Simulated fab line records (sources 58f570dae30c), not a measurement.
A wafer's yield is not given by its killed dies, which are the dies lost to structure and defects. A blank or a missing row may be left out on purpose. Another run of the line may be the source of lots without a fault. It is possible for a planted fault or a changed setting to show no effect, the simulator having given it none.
Which of the tools did it? | flow berkeley-cmos170 | 15 lots, 43 wafers sampled, at 2 steps of a route of 331

WHAT THE GAUGES SHOWED, per wafer
UCB170_SPACER_THK_MEAS_01. Usual: SPACER_TEOS_THK typically reads 378 nm, with standard deviation 5.2.
lot  | measured     | on            | SPACER_TEOS_THK (nm)    | flag
L982 | day 6 18:11  | film-metro-03 | 377 378 385             |
L985 | day 7 13:17  | film-metro-03 | 375 365 376             |
L984 | day 7 13:33  | film-metro-02 | 387 388 386             |
L988 | day 7 22:03  | film-metro-02 | 384 391 382             |
L987 | day 7 22:07  | film-metro-01 | 378 375 382             |
L989 | day 8 17:13  | film-metro-03 | 374 368 375             |
L990 | day 8 17:14  | film-metro-01 | 379 387 376             |
L993 | day 9 03:14  | film-metro-01 | 380 381 380             |
L992 | day 9 03:24  | film-metro-03 | 369 380 375             |
L995 | day 10 04:15 | film-metro-03 | 250 250                 | OFF
L996 | day 10 13:13 | film-metro-02 | 371 380 257 370 381 257 | OFF
L998 | day 10 13:26 | film-metro-01 | 381 376 381             |
L997 | day 10 13:42 | film-metro-03 | 258 254 380 258 254 380 | OFF
L103 | day 11 21:36 | film-metro-03 | 368 367 379             |
L105 | day 12 05:14 | film-metro-03 | 377 380 379             |

EACH LOT AND THE TOOL THAT RAN IT (in order: tool; ch and the chambers of the sampled wafers; start)
lot  | UCB170_SPACER_CVD_00
L982 | pecvd-01 ch 0,2, day 6 18:08
L985 | pecvd-03 ch 0,1,2, day 7 13:14
L984 | pecvd-04 ch 0,1,2, day 7 13:29
L988 | pecvd-04 ch 0,1, day 7 21:59
L987 | pecvd-01 ch 0,2, day 7 22:04
L989 | pecvd-03 ch 0,1, day 8 17:10
L990 | pecvd-04 ch 0,1,2, day 8 17:11
L993 | pecvd-01 ch 0,1,2, day 9 03:11
L992 | pecvd-03 ch 0,1,2, day 9 03:21
L995 | pecvd-01 ch 1, day 10 04:11
L996 | pecvd-01 ch 0,1,2, day 10 13:09
L998 | pecvd-04 ch 0,1,2, day 10 13:23
L997 | pecvd-01 ch 0,1, day 10 13:38
L103 | pecvd-04 ch 0,1,2, day 11 21:33
L105 | pecvd-03 ch 0,1,2, day 12 05:10
- UCB170_SPACER_CVD_00: deposits SiO2 from TEOS/O2, target thk 376 nm, time 47 s.

AS READ BY THE TOOLS THEMSELVES (means over the sampled wafers that have a number; for cases with no such wafer, the mark the record gives instead)
UCB170_SPACER_CVD_00. Usual: 245 W for heater-power-w, sd 56.
lot  | tool     | heater-power-w (W) | flag
L982 | pecvd-01 | 236                |
L985 | pecvd-03 | 292                |
L984 | pecvd-04 | 251                |
L988 | pecvd-04 | 189                |
L987 | pecvd-01 | 225                |
L989 | pecvd-03 | 288                |
L990 | pecvd-04 | 260                |
L993 | pecvd-01 | 228                |
L992 | pecvd-03 | 270                |
L995 | pecvd-01 | 225                |
L996 | pecvd-01 | 220                |
L998 | pecvd-04 | 239                |
L997 | pecvd-01 | 243                |
L103 | pecvd-04 | 247                |
L105 | pecvd-03 | 280                |

THE ANSWER, worked out from the rows above alone
Rule: a lot is off if the mean of its wafers that have a number lies more than 3 standard deviations from the usual mean. A lot without any number at a reading at which 4 lots or more have one is off too. The other lots that the step has rows for count as sound. After the gauges, taken in route order, come the tools' own readings; for these a lot's mean is taken, as printed above. The first step at which some lot is off is used, and at that step the reading that is off furthest; a lot without a number counts as furthest.
Off: L995, L996, L997, at UCB170_SPACER_THK_MEAS_01 (SPACER_TEOS_THK).
If a tool, at a process step before that reading, ran all the lots that are off and no sound lot after the first of them, it fits. Gauges at UCB170_SPACER_THK_MEAS_01: tried the same way as those tools. One fits: UCB170_SPACER_CVD_00 on pecvd-01. Its last sound lot is L993 (day 9 03:11), its first lot that is off L995 (day 10 04:11): a fault that began between those two fits.

WHAT HAD BEEN PUT IN BY THE SIMULATOR
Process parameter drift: pecvd-01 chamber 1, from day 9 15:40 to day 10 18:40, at UCB170_SPACER_CVD_00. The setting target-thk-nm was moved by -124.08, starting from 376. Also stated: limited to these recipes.
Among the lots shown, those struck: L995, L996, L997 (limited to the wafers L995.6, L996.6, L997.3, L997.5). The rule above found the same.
